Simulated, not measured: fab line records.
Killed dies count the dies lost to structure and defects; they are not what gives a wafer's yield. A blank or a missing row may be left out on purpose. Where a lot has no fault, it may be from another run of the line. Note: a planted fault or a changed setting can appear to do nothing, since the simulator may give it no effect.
What tool caused it? + flow rit cmos + 13 lots with 39 wafers sampled at 2 steps, on a route of 202 steps

WHAT THE GAUGES READ, wafer by wafer
RIT_NWELL_OVL_MEAS_06.
| lot  | measured    | on         | NWELL_OVL (nm) |
|------|-------------|------------|----------------|
| L410 | day 1 22:15 | overlay-01 | -4.5 -1.3 -3.9 |
| L412 | day 2 10:35 | overlay-02 | 0.4 -0.3 -2.1  |
| L414 | day 3 00:08 | overlay-01 | -2.1 -1.3 -1.6 |
| L415 | day 3 00:23 | overlay-02 | -0.1 0.7 -1.9  |
| L418 | day 3 13:58 | overlay-01 | -0.5 -1.4 -1.5 |
| L424 | day 4 18:38 | overlay-02 | 0.5 -1.5 0.5   |
| L425 | day 5 00:20 | overlay-01 | -3.3 -0.3 0.6  |
| L426 | day 5 05:25 | overlay-01 | -0.4 -1.4 -0.7 |
| L427 | day 5 09:29 | overlay-02 | -0.1 0.0 -0.6  |
| L429 | day 5 19:26 | overlay-01 | 0.5 -0.4 -0.8  |
| L430 | day 6 01:16 | overlay-02 | 0.6 1.3 -1.0   |
| L431 | day 6 05:15 | overlay-02 | -2.0 -1.5 -1.5 |
| L432 | day 6 11:19 | overlay-02 | -0.5 -1.4 2.1  |

RIT_PWELL_OVL_MEAS_06.
| lot  | measured    | on         | PWELL_OVL (nm) |
|------|-------------|------------|----------------|
| L410 | day 1 23:48 | overlay-01 | 0.7 -0.5 0.1   |
| L412 | day 2 12:08 | overlay-01 | 2.4 3.6 1.5    |
| L414 | day 3 01:49 | overlay-01 | 0.0 1.6 0.8    |
| L415 | day 3 02:04 | overlay-02 | 2.9 2.9 2.0    |
| L418 | day 3 15:38 | overlay-01 | 1.1 1.4 1.2    |
| L424 | day 4 20:19 | overlay-02 | 0.9 -1.2 0.6   |
| L425 | day 5 02:15 | overlay-01 | 0.0 0.5 -1.1   |
| L426 | day 5 07:08 | overlay-02 | 2.7 3.6 2.4    |
| L427 | day 5 11:10 | overlay-01 | -3.3 -2.3 -2.9 |
| L429 | day 5 20:59 | overlay-02 | 1.4 1.8 2.6    |
| L430 | day 6 02:49 | overlay-01 | 0.3 -1.6 0.5   |
| L431 | day 6 06:48 | overlay-01 | 3.3 5.4 4.6    |
| L432 | day 6 13:00 | overlay-01 | 0.5 -2.6 -1.0  |

EACH LOT AND THE TOOL THAT RAN IT (in order: tool; ch and the chambers of the sampled wafers; start)
No process step before these readings appears in the record.

WHAT THE TOOLS THEMSELVES READ (means of the sampled wafers that have a number; where no wafer has one, the mark that the record gives instead)
The record holds no such reading with a usual standard deviation.

THE ANSWER, worked out from the rows above alone
Rule: what is usual is taken from the lots themselves. The widest of any qualifying gaps counts: lots, ordered by their means at a reading, are off when they make up no more than a third of the lots, leave a main group of 4 or more, and stand apart from it by 3 or more times the standard deviation of that group's means. The tables above print the reading to a certain number of digits; a main group whose means all agree to those digits is not used. A lot without any number at a reading at which 4 lots or more have one is off too. Where the step has rows for the other lots, those lots are counted as sound. The gauges are gone through in route order, then the tools' own readings, and for those a lot's mean is taken as printed above. At the first step where some lot is off, the reading lying furthest off is the one used; lots without a number count as furthest.
No lot is off at any reading shown: from this, nothing can be told.

WHAT HAD BEEN PUT IN BY THE SIMULATOR
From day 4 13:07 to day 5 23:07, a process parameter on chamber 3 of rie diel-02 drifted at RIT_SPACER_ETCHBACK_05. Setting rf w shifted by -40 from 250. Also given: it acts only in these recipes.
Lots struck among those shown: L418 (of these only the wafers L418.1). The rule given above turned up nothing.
